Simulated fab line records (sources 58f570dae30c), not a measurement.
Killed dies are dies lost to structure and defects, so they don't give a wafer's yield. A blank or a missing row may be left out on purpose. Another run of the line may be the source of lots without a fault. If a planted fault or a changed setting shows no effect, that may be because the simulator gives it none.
What tool caused it? / flow berkeley_cmos170 / 15 lots with 45 wafers sampled at 4 steps, on a route of 331 steps

## WHAT THE GAUGES READ, wafer by wafer
UCB170_V2_CD_MEAS_12: the cd target is 700 nm. Usual: cd_nm at 700.2 nm, with a standard deviation of 1.2.
lot=L151; measured=day 8 12:12; on=cd_sem-02; cd_nm (nm)=701.2 701.6 702.2; flag=
lot=L153; measured=day 8 20:19; on=cd_sem-01; cd_nm (nm)=699.5 700.5 701.5; flag=
lot=L154; measured=day 9 15:21; on=cd_sem-01; cd_nm (nm)=699.2 697.5 700.0; flag=
lot=L155; measured=day 9 15:36; on=cd_sem-02; cd_nm (nm)=698.5 699.8 698.1; flag=
lot=L156; measured=day 9 15:01; on=cd_sem-02; cd_nm (nm)=700.6 699.4 700.1; flag=
lot=L157; measured=day 10 17:17; on=cd_sem-01; cd_nm (nm)=700.7 701.1 701.6; flag=
lot=L158; measured=day 10 18:28; on=cd_sem-01; cd_nm (nm)=699.7 698.9 699.8; flag=
lot=L160; measured=day 10 16:40; on=cd_sem-01; cd_nm (nm)=703.4 703.1 701.6; flag=
lot=L163; measured=day 10 16:56; on=cd_sem-01; cd_nm (nm)=700.1 700.6 700.6; flag=
lot=L164; measured=day 11 19:08; on=cd_sem-01; cd_nm (nm)=699.5 700.4 700.2; flag=
lot=L166; measured=day 11 15:41; on=cd_sem-02; cd_nm (nm)=698.0 699.0 700.4; flag=
lot=L168; measured=day 12 05:36; on=cd_sem-01; cd_nm (nm)=699.7 700.5 700.2; flag=
lot=L167; measured=day 12 07:01; on=cd_sem-01; cd_nm (nm)=700.1 700.6 698.3; flag=
lot=L170; measured=day 12 15:02; on=cd_sem-02; cd_nm (nm)=698.9 698.7 700.4; flag=
lot=L174; measured=day 13 08:05; on=cd_sem-02; cd_nm (nm)=702.5 702.1 701.6; flag=

UCB170_M3_BOW_MEAS_20. Usual: M3_BOW 35 um, standard deviation 7.1.
lot=L151; measured=day 8 15:38; on=film_metro-02; M3_BOW (um)=34 27 52; flag=
lot=L153; measured=day 8 23:46; on=film_metro-02; M3_BOW (um)=30 30 37; flag=
lot=L154; measured=day 9 19:24; on=film_metro-03; M3_BOW (um)=33 19 32; flag=
lot=L155; measured=day 9 19:56; on=film_metro-02; M3_BOW (um)=29 28 43; flag=
lot=L156; measured=day 9 19:11; on=film_metro-03; M3_BOW (um)=41 31 23; flag=
lot=L157; measured=day 10 21:46; on=film_metro-03; M3_BOW (um)=32 40 32; flag=
lot=L158; measured=day 10 23:50; on=film_metro-02; M3_BOW (um)=37 38 39; flag=
lot=L160; measured=day 10 21:36; on=film_metro-01; M3_BOW (um)=45 26 30; flag=
lot=L163; measured=day 10 21:32; on=film_metro-02; M3_BOW (um)=37 31 46; flag=
lot=L164; measured=day 11 22:25; on=film_metro-02; M3_BOW (um)=42 35 25; flag=
lot=L166; measured=day 11 18:58; on=film_metro-01; M3_BOW (um)=29 32 23; flag=
lot=L168; measured=day 12 08:49; on=film_metro-01; M3_BOW (um)=40 28 40; flag=
lot=L167; measured=day 12 10:38; on=film_metro-01; M3_BOW (um)=26 25 31; flag=
lot=L170; measured=day 12 18:16; on=film_metro-01; M3_BOW (um)=31 29 33; flag=
lot=L174; measured=day 13 11:34; on=film_metro-01; M3_BOW (um)=42 46 38; flag=

## TOOL THAT RAN EACH LOT (tool first, then ch and the chambers of the sampled wafers, then the start)
lot=L151; UCB170_GATE_WET_ETCH_00=wet_bench-02 ch 0, day 6 08:59; UCB170_V2_STRIP_15=plasma_asher-03 ch 0,1, day 8 12:32
lot=L153; UCB170_GATE_WET_ETCH_00=wet_bench-04 ch 1, day 6 17:40; UCB170_V2_STRIP_15=plasma_asher-03 ch 0,1, day 8 20:39
lot=L154; UCB170_GATE_WET_ETCH_00=wet_bench-01 ch 2, day 7 11:29; UCB170_V2_STRIP_15=plasma_asher-03 ch 1, day 9 15:40
lot=L155; UCB170_GATE_WET_ETCH_00=wet_bench-02 ch 3, day 7 12:05; UCB170_V2_STRIP_15=plasma_asher-02 ch 0,1, day 9 15:56
lot=L156; UCB170_GATE_WET_ETCH_00=wet_bench-02 ch 0, day 7 12:16; UCB170_V2_STRIP_15=plasma_asher-02 ch 0,1, day 9 15:20
lot=L157; UCB170_GATE_WET_ETCH_00=wet_bench-01 ch 0, day 8 06:53; UCB170_V2_STRIP_15=plasma_asher-02 ch 0,1, day 10 17:37
lot=L158; UCB170_GATE_WET_ETCH_00=wet_bench-01 ch 1, day 8 06:53; UCB170_V2_STRIP_15=plasma_asher-03 ch 0,1, day 10 18:47
lot=L160; UCB170_GATE_WET_ETCH_00=wet_bench-01 ch 1, day 8 07:42; UCB170_V2_STRIP_15=plasma_asher-02 ch 0,1, day 10 16:59
lot=L163; UCB170_GATE_WET_ETCH_00=wet_bench-02 ch 1, day 8 15:25; UCB170_V2_STRIP_15=plasma_asher-04 ch 0,1, day 10 17:17
lot=L164; UCB170_GATE_WET_ETCH_00=wet_bench-02 ch 1, day 9 12:53; UCB170_V2_STRIP_15=plasma_asher-02 ch 0,1, day 11 19:28
lot=L166; UCB170_GATE_WET_ETCH_00=wet_bench-02 ch 0, day 9 13:09; UCB170_V2_STRIP_15=plasma_asher-02 ch 0,1, day 11 16:00
lot=L168; UCB170_GATE_WET_ETCH_00=wet_bench-02 ch 1, day 10 05:24; UCB170_V2_STRIP_15=plasma_asher-04 ch 0,1, day 12 05:56
lot=L167; UCB170_GATE_WET_ETCH_00=wet_bench-02 ch 1, day 10 05:51; UCB170_V2_STRIP_15=plasma_asher-03 ch 0,1, day 12 07:21
lot=L170; UCB170_GATE_WET_ETCH_00=wet_bench-02 ch 2, day 10 15:41; UCB170_V2_STRIP_15=plasma_asher-04 ch 0,1, day 12 15:22
lot=L174; UCB170_GATE_WET_ETCH_00=wet_bench-04 ch 2, day 11 06:39; UCB170_V2_STRIP_15=plasma_asher-02 ch 0,1, day 13 08:25
- UCB170_GATE_WET_ETCH_00: etches SiO2 in dHF, time 200 s.
- UCB170_V2_STRIP_15: strips in O2.

## AS READ BY THE TOOLS THEMSELVES (means over the sampled wafers that have a number; for cases with no such wafer, the mark the record gives instead)
UCB170_V2_STRIP_15. Usual: drypump_motor_current_A 5.7 A, standard deviation 0.7; oes_product_au 0.721 a.u., standard deviation 0.0046; strip_time_to_endpoint_s 15.63 s, standard deviation 0.15.
lot=L151; tool=plasma_asher-03; drypump_motor_current_A (A)=5.5; oes_product_au (a.u.)=0.721; strip_time_to_endpoint_s (s)=15.53; flag=
lot=L153; tool=plasma_asher-03; drypump_motor_current_A (A)=5.4; oes_product_au (a.u.)=0.713; strip_time_to_endpoint_s (s)=15.52; flag=
lot=L154; tool=plasma_asher-03; drypump_motor_current_A (A)=5.5; oes_product_au (a.u.)=0.721; strip_time_to_endpoint_s (s)=15.59; flag=
lot=L155; tool=plasma_asher-02; drypump_motor_current_A (A)=5.4; oes_product_au (a.u.)=0.718; strip_time_to_endpoint_s (s)=15.60; flag=
lot=L156; tool=plasma_asher-02; drypump_motor_current_A (A)=5.0; oes_product_au (a.u.)=0.720; strip_time_to_endpoint_s (s)=15.61; flag=
lot=L157; tool=plasma_asher-02; drypump_motor_current_A (A)=5.4; oes_product_au (a.u.)=0.722; strip_time_to_endpoint_s (s)=15.74; flag=
lot=L158; tool=plasma_asher-03; drypump_motor_current_A (A)=5.5; oes_product_au (a.u.)=0.714; strip_time_to_endpoint_s (s)=15.56; flag=
lot=L160; tool=plasma_asher-02; drypump_motor_current_A (A)=5.4; oes_product_au (a.u.)=0.720; strip_time_to_endpoint_s (s)=15.81; flag=
lot=L163; tool=plasma_asher-04; drypump_motor_current_A (A)=6.6; oes_product_au (a.u.)=0.717; strip_time_to_endpoint_s (s)=15.59; flag=
lot=L164; tool=plasma_asher-02; drypump_motor_current_A (A)=5.4; oes_product_au (a.u.)=0.723; strip_time_to_endpoint_s (s)=15.63; flag=
lot=L166; tool=plasma_asher-02; drypump_motor_current_A (A)=5.0; oes_product_au (a.u.)=0.725; strip_time_to_endpoint_s (s)=15.75; flag=
lot=L168; tool=plasma_asher-04; drypump_motor_current_A (A)=6.6; oes_product_au (a.u.)=0.720; strip_time_to_endpoint_s (s)=15.54; flag=
lot=L167; tool=plasma_asher-03; drypump_motor_current_A (A)=5.5; oes_product_au (a.u.)=0.724; strip_time_to_endpoint_s (s)=15.78; flag=
lot=L170; tool=plasma_asher-04; drypump_motor_current_A (A)=6.6; oes_product_au (a.u.)=0.723; strip_time_to_endpoint_s (s)=15.66; flag=
lot=L174; tool=plasma_asher-02; drypump_motor_current_A (A)=5.4; oes_product_au (a.u.)=0.722; strip_time_to_endpoint_s (s)=15.48; flag=

## THE ANSWER, worked out from the rows above alone
Rule: take the mean of a lot's wafers that have a number; if it is more than 3 standard deviations from the usual mean, the lot is off. Also off: a lot with no number at a reading for which 4 or more lots have one. Any other lot the step has rows for is counted as sound. First the gauges in route order, then the tools' own readings, where a lot's mean is used as printed above. The first step at which some lot is off is used, and at that step the reading that is off furthest; a lot without a number counts as furthest.
No lot is off on any of the readings shown, so nothing can be concluded from this.

## WHAT THE SIMULATOR HAD PUT IN
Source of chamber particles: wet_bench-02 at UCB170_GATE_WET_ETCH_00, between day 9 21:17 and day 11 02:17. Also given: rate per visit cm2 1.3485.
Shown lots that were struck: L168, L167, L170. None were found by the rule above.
